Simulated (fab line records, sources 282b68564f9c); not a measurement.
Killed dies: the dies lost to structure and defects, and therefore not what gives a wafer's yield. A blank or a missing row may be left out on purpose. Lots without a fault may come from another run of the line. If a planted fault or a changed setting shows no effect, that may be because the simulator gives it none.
2 desks, one fault -- flow rit cmos -- each desk has only its own numbers; what lay behind them comes last

## TOOL OWNER'S DESK, rtp anneal-02
The tool's own readings at RIT_SILICIDE_RTA_04 (time 10 s, ramp up 5 s, ramp down 5 s): means of the sampled wafers that have a number, for each lot that ran on this tool. If a lot's mean is further than 4 standard deviations from the usual mean, the lot is out of limits and carries the mark OUT (the distance appears in the brackets).
Columns: A = wafer_temp_C_max at RIT_SILICIDE_RTA_04, usual 652.9
lot,first seen here,A
L957,day 3 11:32,654.2
L959,day 4 01:56,653.8
L961,day 4 16:22,653.6
L969,day 6 01:22,653.8
L971,day 6 09:53,628.7 (-25) OUT
L973,day 6 19:30,628.9 (-25) OUT
This desk's finding: out of limits on L971, L973; first on L971, day 6 09:53 (wafer_temp_C_max at RIT_SILICIDE_RTA_04). Within limits: L957, L959, L961, L969.

## METROLOGY DESK
What the gauges read, lot by lot, whatever tool the lot ran on: means of the sampled wafers that have a number. If a lot's mean is further than 4 standard deviations from the usual mean, the lot is out of limits and carries the mark OUT (the distance appears in the brackets).
Columns: A = PRETRO_TW at RIT_PRETRO_TW_MEAS_10, usual 476.5; B = SILICIDE_TI_THK at RIT_SILICIDE_THK_MEAS_03, usual 30.3 nm
lot,first seen here,A,B
L957,day 2 14:19,473.8,30.3
L958,day 2 17:48,476.8,29.7
L959,day 2 22:27,477.2,30.3
L960,day 3 11:47,475.4,30.1
L961,day 3 16:57,478.5,30.6
L962,day 3 23:27,473.0,30.3
L963,day 4 03:42,482.8,30.7
L966,day 4 10:44,480.0,30.4
L968,day 5 00:02,476.9,30.5
L969,day 5 03:00,476.0,30.8
L970,day 5 08:15,476.7,30.6
L971,day 5 12:59,477.4,30.8
L972,day 5 18:10,475.3,30.1
L973,day 5 23:34,476.4,30.3
Result from this desk: across the 14 lots, nothing is out of limits.

## PUT TOGETHER
The tool owner's desk had the chance to raise an alarm at day 6 09:53 on L971, L973.
Metrology desk: nothing out of limits seen.
The metrology desk holds a record of L971, L973, inside its limits.
Of the lots named, all ran RIT_SILICIDE_RTA_04 on rtp anneal-02.

## WHAT THE SIMULATOR HAD INSERTED
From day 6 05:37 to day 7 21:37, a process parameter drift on rtp anneal-02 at RIT_SILICIDE_RTA_04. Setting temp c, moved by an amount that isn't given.
Struck lots among those shown: L971, L973.
How many hours passed from the start of the fault until each desk's first out-of-limits reading: the tool owner's desk, 4.
